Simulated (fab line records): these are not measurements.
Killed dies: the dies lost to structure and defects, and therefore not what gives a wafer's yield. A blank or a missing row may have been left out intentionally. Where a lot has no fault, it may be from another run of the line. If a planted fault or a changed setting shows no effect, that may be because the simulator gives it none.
What tool caused it?	flow berkeley cmos170	42 wafers from 14 lots sampled at 5 of the route's 331 steps

== WHAT THE GAUGES READ, wafer by wafer ==
UCB170_SILICIDE_RS_MEAS_02: uses a four-point probe to measure.
lot	measured	on	SILICIDE_TI_RS (ohm/sq)
L470	day 8 02:48	film metro-03	26.0 25.7 25.1
L471	day 8 04:58	film metro-03	26.3 26.5 26.5
L473	day 8 12:15	film metro-02	25.6 26.1 25.8
L472	day 8 12:33	film metro-03	26.0 26.2 25.8
L475	day 8 20:59	film metro-04	25.9 26.1 26.2
L479	day 9 22:15	film metro-02	25.7 25.1 25.5
L481	day 10 10:08	film metro-03	25.9 25.6 25.9
L484	day 11 04:02	film metro-04	26.2 25.8 26.4
L485	day 11 14:53	film metro-03	25.7 25.8 25.3
L487	day 11 15:01	film metro-02	26.3 25.9 25.9
L490	day 12 19:16	film metro-03	26.4 25.9 26.5
L491	day 13 05:13	film metro-03	26.8 26.7 26.8
L492	day 13 05:31	film metro-04	26.2 25.7 26.0
L493	day 13 14:16	film metro-04	26.9 27.3 26.9

UCB170_M1_CD_MEAS_90: target cd 700 nm.
lot	measured	on	cd nm (nm)
L470	day 8 10:52	cd sem-01	703 699 705
L471	day 8 11:35	cd sem-01	691 691 700
L473	day 8 20:21	cd sem-01	692 699 697
L472	day 8 20:06	cd sem-02	702 701 701
L475	day 9 04:35	cd sem-01	698 695 701
L479	day 10 06:43	cd sem-02	711 712 710
L481	day 10 16:43	cd sem-02	707 708 712
L484	day 11 11:18	cd sem-02	692 691 695
L485	day 11 22:55	cd sem-02	695 693 700
L487	day 12 00:21	cd sem-01	695 702 701
L490	day 13 03:39	cd sem-01	700 696 692
L491	day 13 14:44	cd sem-02	699 703 698
L492	day 13 15:24	cd sem-01	705 700 704
L493	day 13 22:14	cd sem-01	701 701 702

UCB170_V1_CD_MEAS_12: target cd 700 nm.
lot	measured	on	cd nm (nm)
L470	day 8 14:16	cd sem-02	695.4 697.0 696.1
L471	day 8 15:43	cd sem-02	697.3 696.7 698.4
L473	day 9 00:44	cd sem-02	698.9 699.4 700.2
L472	day 8 23:23	cd sem-02	699.1 698.9 699.8
L475	day 9 07:53	cd sem-01	698.6 698.3 699.5
L481	day 10 21:38	cd sem-02	698.6
L484	day 11 15:43	cd sem-02	703.0 701.1 702.5
L485	day 12 04:22	cd sem-02	699.9 700.3 698.4
L487	day 12 04:08	cd sem-02	703.0 702.4 700.9
L490	day 13 09:05	cd sem-02	700.4 700.6 700.6
L491	day 13 21:00	cd sem-01	698.0 696.9 696.5
L492	day 13 21:32	cd sem-01	696.5 695.6 696.8
L493	day 14 03:47	cd sem-02	700.9 701.1 700.5

== WHAT TOOL EACH LOT RAN ON (gives the tool, then ch and the chambers of the sampled wafers, and finally the start) ==
lot	UCB170_CONTACT_ETCH_17	UCB170_M1_METAL_ETCH_12
L470	rie diel-03 ch 0,1, day 8 08:40	rie metal-03 ch 0,1, day 8 10:37
L471	rie diel-01 ch 1,2, day 8 09:25	rie metal-01 ch 0,1, day 8 11:22
L473	rie diel-03 ch 1,3, day 8 18:09	rie metal-03 ch 0,1, day 8 20:07
L472	rie diel-04 ch 1,2, day 8 18:00	rie metal-04 ch 0,1, day 8 19:52
L475	rie diel-04 ch 0,1,3, day 9 02:22	rie metal-04 ch 0,1, day 9 04:20
L479	rie diel-03 ch 1,2, day 10 04:13	rie metal-04 ch 0, day 10 06:20
L481	rie diel-04 ch 0,2,3, day 10 14:38	rie metal-04 ch 0,1, day 10 16:29
L484	rie diel-01 ch 1,2,3, day 11 08:30	rie metal-01 ch 0,1, day 11 11:00
L485	rie diel-03 ch 2,3, day 11 19:40	rie metal-03 ch 0,1, day 11 22:41
L487	rie diel-03 ch 0,1,3, day 11 21:38	rie metal-01 ch 0,1, day 12 00:06
L490	rie diel-04 ch 0,2, day 13 01:23	rie metal-03 ch 0,1, day 13 03:25
L491	rie diel-03 ch 0,1,3, day 13 10:24	rie metal-04 ch 0,1, day 13 14:31
L492	rie diel-04 ch 0,1,3, day 13 12:41	rie metal-03 ch 0,1, day 13 15:10
L493	rie diel-03 ch 1,3, day 13 19:27	rie metal-04 ch 0,1, day 13 22:01
- UCB170_CONTACT_ETCH_17: etches BARC in N2/H2.
- UCB170_M1_METAL_ETCH_12: etches Al in Cl2/BCl3, stops on PSG, target depth 780 nm, time 130 s.

== WHAT THE TOOLS THEMSELVES READ (means of the sampled wafers that have a number; where no wafer has one, the mark that the record gives instead) ==
UCB170_CONTACT_ETCH_17.
lot	tool	chamber pressure mTorr (mTorr)	drypump motor current A (A)	oes product au (a.u.)	throttle valve pct (%)
L470	rie diel-03	30.001	6.0	1.003	13.18
L471	rie diel-01	29.980	5.7	0.991	13.12
L473	rie diel-03	29.986	5.8	0.996	13.23
L472	rie diel-04	29.995	5.7	1.001	13.23
L475	rie diel-04	29.986	5.7	1.000	13.22
L479	rie diel-03	29.980	6.2	1.028	13.31
L481	rie diel-04	30.007	5.8	1.012	13.24
L484	rie diel-01	29.988	5.6	0.989	13.08
L485	rie diel-03	29.991	5.7	1.015	13.38
L487	rie diel-03	29.990	5.7	0.981	13.18
L490	rie diel-04	30.008	5.9	1.001	13.22
L491	rie diel-03	29.989	5.7	0.967	13.18
L492	rie diel-04	30.013	5.7	1.008	13.23
L493	rie diel-03	30.005	6.1	0.998	13.25

UCB170_M1_METAL_ETCH_12.
lot	tool	chamber pressure mTorr (mTorr)	drypump motor current A (A)	he backside leak sccm (sccm)	oes product au (a.u.)	throttle valve pct (%)
L470	rie metal-03	12.008	5.6	3.37	0.866	24.46
L471	rie metal-01	12.006	5.8	3.44	0.853	24.52
L473	rie metal-03	12.006	5.6	3.43	0.869	24.46
L472	rie metal-04	12.007	5.4	3.12	0.847	24.40
L475	rie metal-04	12.002	5.4	3.04	0.855	24.40
L479	rie metal-04	11.991	5.1	2.83	0.795	24.46
L481	rie metal-04	11.998	5.7	3.27	0.813	24.40
L484	rie metal-01	11.999	5.8	3.65	0.864	24.50
L485	rie metal-03	11.995	5.5	3.55	0.869	24.42
L487	rie metal-01	12.009	5.8	3.65	0.857	24.47
L490	rie metal-03	12.001	5.5	3.26	0.853	24.44
L491	rie metal-04	11.999	5.7	3.34	0.854	24.37
L492	rie metal-03	12.006	5.6	3.45	0.856	24.48
L493	rie metal-04	11.990	5.7	3.31	0.853	24.38

== THE ANSWER, worked out from the rows above alone ==
Rule: the usual values come from the lots themselves. The widest of any qualifying gaps counts: lots, ordered by their means at a reading, are off when they make up no more than a third of the lots, leave a main group of 4 or more, and stand apart from it by 3 or more times the standard deviation of that group's means. A main group is skipped when, at the precision printed for the reading in the tables above, its means are all equal. Also off: a lot with no number at a reading for which 4 or more lots have one. Where the step has rows for the other lots, those lots are counted as sound. The gauges are gone through in route order, then the tools' own readings, and for those a lot's mean is taken as printed above. At the first step where some lot is off, the reading lying furthest off is the one used; lots without a number count as furthest.
Off: L479, L481 (UCB170_M1_METAL_ETCH_12, oes product au). Mean 0.858 a.u. and standard deviation 0.0069 in the main group.
If a tool, at that step or one of the process steps before it, ran each lot that is off and ran no sound lot following the first of them, it fits. No candidate that was tried fits.

== WHAT THE SIMULATOR HAD PUT IN ==
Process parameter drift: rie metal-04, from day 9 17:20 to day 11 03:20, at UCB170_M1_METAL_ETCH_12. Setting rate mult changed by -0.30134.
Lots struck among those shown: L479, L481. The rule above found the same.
